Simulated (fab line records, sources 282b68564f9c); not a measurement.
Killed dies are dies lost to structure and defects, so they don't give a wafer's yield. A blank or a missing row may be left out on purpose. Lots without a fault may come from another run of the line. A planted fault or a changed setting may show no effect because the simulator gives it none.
Which tool did it? | flow rit_cmos | 7 lots, 21 wafers sampled, at 2 steps of a route of 202

WHAT THE GAUGES READ, wafer by wafer
RIT_SILICIDE_RS_MEAS_02: measures by four-point-probe.
lot  | measured    | on            | SILICIDE_TI_RS (ohm/sq)
L108 | day 4 10:31 | film_metro-01 | 47.3 47.7 47.7
L114 | day 5 03:11 | film_metro-01 | 48.7 48.3 49.2
L116 | day 5 11:21 | film_metro-02 | 47.6 47.3 47.4
L118 | day 5 20:11 | film_metro-03 | 47.9 47.5 47.3
L123 | day 6 23:25 | film_metro-01 | 47.3 47.2 51.6 47.9 47.6 52.2
L125 | day 7 08:40 | film_metro-01 | 47.6 47.2 53.1 48.1 47.6 53.4
L129 | day 8 01:59 | film_metro-02 | 48.2 48.4 48.2

WHICH TOOL RAN EACH LOT (tool, then ch and the chambers of the sampled wafers, then the start)
lot  | RIT_SILICIDE_SPUTTER_01
L108 | pvd_sputter-04, day 4 10:20
L114 | pvd_sputter-04, day 5 03:02
L116 | pvd_sputter-04, day 5 11:11
L118 | pvd_sputter-04, day 5 19:59
L123 | pvd_sputter-04, day 6 23:16
L125 | pvd_sputter-04, day 7 08:30
L129 | pvd_sputter-01, day 8 01:49
- RIT_SILICIDE_SPUTTER_01: material Ti, target thk 30 nm, time 240 s.

THE ANSWER, worked out from the rows above alone
Rule: what is usual is taken from the lots themselves. Put in order of their means at a reading, lots are off if they are a third of the lots or fewer, leave a main group of 4 or more, and stand apart from it by a gap of 3 or more times the standard deviation of the main group's means; of several such gaps the widest counts. A main group whose means are all the same, to the digits that the tables above print for the reading, isn't used. A lot without any number at a reading at which 4 lots or more have one is off too. The other lots that the step has rows for count as sound.
No lot is off at any reading shown: from this, nothing can be told.

WHAT THE SIMULATOR HAD PUT IN
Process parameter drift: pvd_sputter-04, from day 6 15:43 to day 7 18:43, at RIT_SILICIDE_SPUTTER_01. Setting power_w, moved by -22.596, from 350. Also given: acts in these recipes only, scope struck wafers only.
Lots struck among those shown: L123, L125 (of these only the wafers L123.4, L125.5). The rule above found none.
